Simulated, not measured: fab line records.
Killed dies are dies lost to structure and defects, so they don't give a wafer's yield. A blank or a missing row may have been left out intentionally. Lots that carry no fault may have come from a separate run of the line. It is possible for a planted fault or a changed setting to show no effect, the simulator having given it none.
The tool behind it: which one? | flow berkeleyCmos170 | 14 lots, 42 wafers sampled, at 2 steps of a route of 331

## WHAT THE GAUGES SHOWED, per wafer
UCB170_NWELL_TW_MEAS_16.
lot  | measured    | on           | NWELL_TW
L623 | day 2 14:11 | filmMetro-03 | 1264 1264 1260
L626 | day 3 05:43 | filmMetro-03 | 1273 1275 1278
L629 | day 4 00:41 | filmMetro-03 | 1265 1262 1265
L630 | day 4 08:47 | filmMetro-02 | 1264 1251 1262
L631 | day 4 09:04 | filmMetro-03 | 1262 1265 1266
L632 | day 4 15:43 | filmMetro-03 | 1268 1269 1269
L633 | day 4 15:56 | filmMetro-02 | 1261 1256 1259
L634 | day 5 04:07 | filmMetro-04 | 1225 1227 1232
L635 | day 5 09:52 | filmMetro-04 | 1227 1219 1220
L636 | day 5 10:07 | filmMetro-03 | 2129 2123 2118 2123 2125 2112
L639 | day 5 23:52 | filmMetro-02 | 1264 1256 1261
L638 | day 5 23:58 | filmMetro-03 | 2133 2141 2137 2138 2138 2129
L643 | day 7 00:47 | filmMetro-04 | 1239 1239 1235
L644 | day 7 01:07 | filmMetro-03 | 1270 1276 1279

## WHICH TOOL RAN EACH LOT (tool, then ch and the chambers of the sampled wafers, then the start)
lot  | UCB170_NWELL_IMPLANT_14
L623 | implanter-03 ch 0, day 2 13:56
L626 | implanter-01 ch 0, day 3 05:29
L629 | implanter-03 ch 0, day 4 00:28
L630 | implanter-04 ch 0, day 4 08:34
L631 | implanter-04 ch 0, day 4 08:49
L632 | implanter-01 ch 0, day 4 15:30
L633 | implanter-03 ch 0, day 4 15:41
L634 | implanter-01 ch 0, day 5 03:52
L635 | implanter-03 ch 0, day 5 09:38
L636 | implanter-01 ch 0, day 5 09:55
L639 | implanter-04 ch 0, day 5 23:38
L638 | implanter-01 ch 0, day 5 23:43
L643 | implanter-04 ch 0, day 7 00:32
L644 | implanter-03 ch 0, day 7 00:49
- UCB170_NWELL_IMPLANT_14

## WHAT THE TOOLS THEMSELVES READ (means of the sampled wafers that have a number; where no wafer has one, the mark that the record gives instead)
UCB170_NWELL_IMPLANT_14.
lot  | tool         | doseIonsCm2 | faradayCurrentUA
L623 | implanter-03 | 1e+13       | 31.4
L626 | implanter-01 | 1e+13       | 31.4
L629 | implanter-03 | 1e+13       | 31.9
L630 | implanter-04 | 1e+13       | 31.8
L631 | implanter-04 | 1e+13       | 31.3
L632 | implanter-01 | 1e+13       | 31.3
L633 | implanter-03 | 1e+13       | 31.9
L634 | implanter-01 | 1e+13       | 31.9
L635 | implanter-03 | 1e+13       | 32.5
L636 | implanter-01 | 5e+13       | 158.7
L639 | implanter-04 | 1e+13       | 31.4
L638 | implanter-01 | 5e+13       | 160.6
L643 | implanter-04 | 1e+13       | 31.8
L644 | implanter-03 | 1e+13       | 32.7

## THE ANSWER, worked out from the rows above alone
Rule: the lots themselves supply what counts as usual. The widest of any qualifying gaps counts: lots, ordered by their means at a reading, are off when they make up no more than a third of the lots, leave a main group of 4 or more, and stand apart from it by 3 or more times the standard deviation of that group's means. If all means in a main group match to the digits the tables above print for the reading, that group is not used. Also off: a lot with no number at a reading for which 4 or more lots have one. Where the step has rows for the other lots, those lots are counted as sound. Order of review: gauges by route order, followed by the tools' own readings, for which a lot's mean as printed above is used. The first step at which some lot is off is used, and at that step the reading that is off furthest; a lot without a number counts as furthest.
Off: L636, L638, at UCB170_NWELL_TW_MEAS_16 (NWELL_TW). The main group has a mean of 1256 with a standard deviation of 17.
If a tool, at a process step before that reading, ran all the lots that are off and no sound lot after the first of them, it fits. Not tried: the gauges at UCB170_NWELL_TW_MEAS_16; whatever is off there is also off at UCB170_NWELL_IMPLANT_14, on other tools, and gauge error can't account for it. One candidate fits, namely implanter-01 at UCB170_NWELL_IMPLANT_14. A fault onset in the window from L634 (day 5 03:52, its last sound lot) to L636 (day 5 09:55, its first lot off) fits.
The tool's own readings at UCB170_NWELL_IMPLANT_14 bear it out: on the lots that are off they differ by more than 5 times the standard deviation of the sound lots' means. doseIonsCm2 reads 5e+13 there against 1e+13 on the sound lots; faradayCurrentUA reads 159.6 there against 31.8 on the sound lots.

## WHAT THE SIMULATOR HAD INSERTED
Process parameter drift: implanter-01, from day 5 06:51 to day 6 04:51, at UCB170_NWELL_IMPLANT_14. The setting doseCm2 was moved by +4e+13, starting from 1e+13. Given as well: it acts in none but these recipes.
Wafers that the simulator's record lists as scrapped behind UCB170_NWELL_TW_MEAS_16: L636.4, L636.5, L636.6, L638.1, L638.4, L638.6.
Shown lots that were struck: L636, L638. Same finding as the rule above.
